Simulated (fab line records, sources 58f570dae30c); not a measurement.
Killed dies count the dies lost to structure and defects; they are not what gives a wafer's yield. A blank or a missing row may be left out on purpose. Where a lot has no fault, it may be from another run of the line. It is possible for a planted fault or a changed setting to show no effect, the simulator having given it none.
Split-lot study	flow berkeley_cmos170	on a route of 331 steps: 5 lots, 23 wafers read

## THE SPLIT
At UCB170_PWELL_OXIDATION_02 (target thk 26.4 nm, ox time 1260 s), the setting ox_time_s was moved away from the recipe's 1260 s on 10 of the 23 wafers read, by -5.7% to +12.2%. All remaining wafers had this setting at the recipe value.

The split's own step is where the reading is taken.

## THE READING
SiO2_of_PWELL_OXIDATION_02.thk_nm (the simulator's own value, which no gauge read), in nm, at UCB170_PWELL_OXIDATION_02 (target thk 26.4 nm, ox time 1260 s). There is no usual value for it anywhere in the file. Here, 13 wafers ran the recipe; their average is 26.53 nm with a standard deviation of 0.35 nm.

wafer	tool, chamber at the split	ox_time_s as run, s	against the recipe	SiO2_of_PWELL_OXIDATION_02.thk_nm, nm	against lot-mates on the recipe
L074.1	-, -	1188	-5.7%	25.18	no lot-mate on the recipe
L074.2	-, -	1188	-5.7%	25.09	no lot-mate on the recipe
L074.3	-, -	1188	-5.7%	25.16	no lot-mate on the recipe
L074.5	-, -	1188	-5.7%	25.38	no lot-mate on the recipe
L074.6	-, -	1188	-5.7%	24.98	no lot-mate on the recipe
L077.1	-, -	1260	recipe	26.46	-
L077.2	-, -	1260	recipe	25.71	-
L077.3	-, -	1260	recipe	26.15	-
L077.4	-, -	1260	recipe	26.48	-
L077.5	-, -	1260	recipe	26.2	-
L078.1	-, -	1414	+12.2%	27.81	no lot-mate on the recipe
L078.2	-, -	1414	+12.2%	28	no lot-mate on the recipe
L078.4	-, -	1414	+12.2%	27.4	no lot-mate on the recipe
L078.6	-, -	1414	+12.2%	27.4	no lot-mate on the recipe
L078.5	-, -	1414	+12.2%	27.72	no lot-mate on the recipe
L080.2	-, -	1260	recipe	26.79	-
L080.3	-, -	1260	recipe	26.71	-
L080.4	-, -	1260	recipe	26.8	-
L080.5	-, -	1260	recipe	26.45	-
L080.6	-, -	1260	recipe	26.54	-
L084.2	furnace-01, 0	1260	recipe	26.58	-
L084.4	furnace-01, 0	1260	recipe	26.95	-
L084.5	furnace-01, 0	1260	recipe	27.09	-

FIT RESULTS
A straight line over all 23 wafers: SiO2_of_PWELL_OXIDATION_02.thk_nm changes by +0.128 nm for each +1% of ox_time_s; r = +0.89; the points scatter about the line by 0.42 nm.
Too few moved wafers have a lot-mate on the recipe to fit a line with each lot's own level taken away.

## FILE'S OWN FIT
SiO2_of_PWELL_OXIDATION_02.thk_nm changes by +0.128 nm for each +1% of ox_time_s, r = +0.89.
